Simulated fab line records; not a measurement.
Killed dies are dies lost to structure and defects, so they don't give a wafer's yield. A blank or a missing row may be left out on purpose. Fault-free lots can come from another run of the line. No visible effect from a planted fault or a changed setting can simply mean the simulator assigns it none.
8D (eight disciplines) problem report, filled in by code    flow rit_cmos    the parts of the form that need people (team, actions taken, sign-off) are left out

1. THE PROBLEM
oes_product_au at RIT_SPACER_ETCHBACK_05 reads a mean of 0.669 a.u. on 2 wafers of 1 lot; wafers without a fault read 0.844 a.u. with a standard deviation of 0.013. Relative to the usual mean, that is a shift of -13 standard deviations.
The step: etches Si3N4 in SF6/CHF3, stops on SiO2, target depth 250 nm, time 240 s.
First observed at day 6 14:01: wafer L278.4, on rie_diel-01. At this step, 39 wafers from 13 lots have a number in the record. Rule for "out", or "out of limits": more than 4 standard deviations from the usual mean. Any other wafer with a number is counted as sound.

2. WHAT IT IS; WHAT IT IS NOT
question                     is                is not
which readings at this step  oes_product_au    CHF3_flow_sccm, chamber_pressure_mTorr, drypump_motor_current_A, throttle_valve_pct
which lots                   L278              L266, L267, L268, L269, L270, L271, L272, L281, L282, L284, L288, L289
which wafers of those lots   L278.4, L278.6    L278.1
read on which tools          rie_diel-01       rie_diel-02, rie_diel-03
when                         from day 6 14:01  up to then (22 sound wafers); but 15 sound wafers of L281, L282, L284, L288, L289 came after

3. THE SUSPECTS, EACH WITH WHAT RULES IT OUT
Counting: if a tool at a process step up to the reading ran every lot that is out, it stays a suspect. Sound lots after the first of them don't rule it out here, since some wafers of a struck lot are sound.
- rie_diel-01 at RIT_SPACER_ETCHBACK_05 (etches Si3N4 in SF6/CHF3, stops on SiO2, target depth 250 nm, time 240 s): kept. L278, the lot that is out, went through it at day 6 14:01; up to then, the latest sound lot through it was L271 at day 5 02:43. Out on those wafers are its own readings of oes_product_au.
- Within rie_diel-01 at RIT_SPACER_ETCHBACK_05, the wafers that are out were processed in chamber 0 and their sound lot-mates in chamber 1.
Left after counting: rie_diel-01 at RIT_SPACER_ETCHBACK_05.

4. THE CAUSE (what the simulator had put in)
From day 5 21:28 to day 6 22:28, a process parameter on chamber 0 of rie_diel-01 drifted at RIT_SPACER_ETCHBACK_05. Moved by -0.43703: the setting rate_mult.
This tool alone remained once counting was done.

5. THE EFFECT CHAIN, in route order
Each row: a reading where the mean over the struck wafers with a number is more than 3 standard deviations away from the usual. Readings are gone through only where the record gives a usual standard deviation; hours: the median, over the lots, of the time from a lot's start at the first step in this table giving one to that lot's start at this step; sigmas: the change measured in usual standard deviations.
hours  step                    reading              usual       on struck wafers  change  sigmas
0      RIT_SPACER_ETCHBACK_05  oes_product_au       0.844 a.u.  0.669             -0.175  -13
12     RIT_M1_PROBE_99         killed_at_front_end  7           264               +257    +83
12     RIT_M1_PROBE_99         killed_dies          7           264               +257    +80
12     RIT_M1_PROBE_99         killed_on_rim        1.9         70.0              +68.1   +45
The process steps in it:
- RIT_SPACER_ETCHBACK_05: etches Si3N4 in SF6/CHF3, stops on SiO2, target depth 250 nm, time 240 s.
- RIT_M1_PROBE_99

6. WHAT WOULD HAVE CAUGHT IT SOONER
The fault began at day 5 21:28; the first out-of-limits reading in this record came at day 6 14:01, 17 hours later.
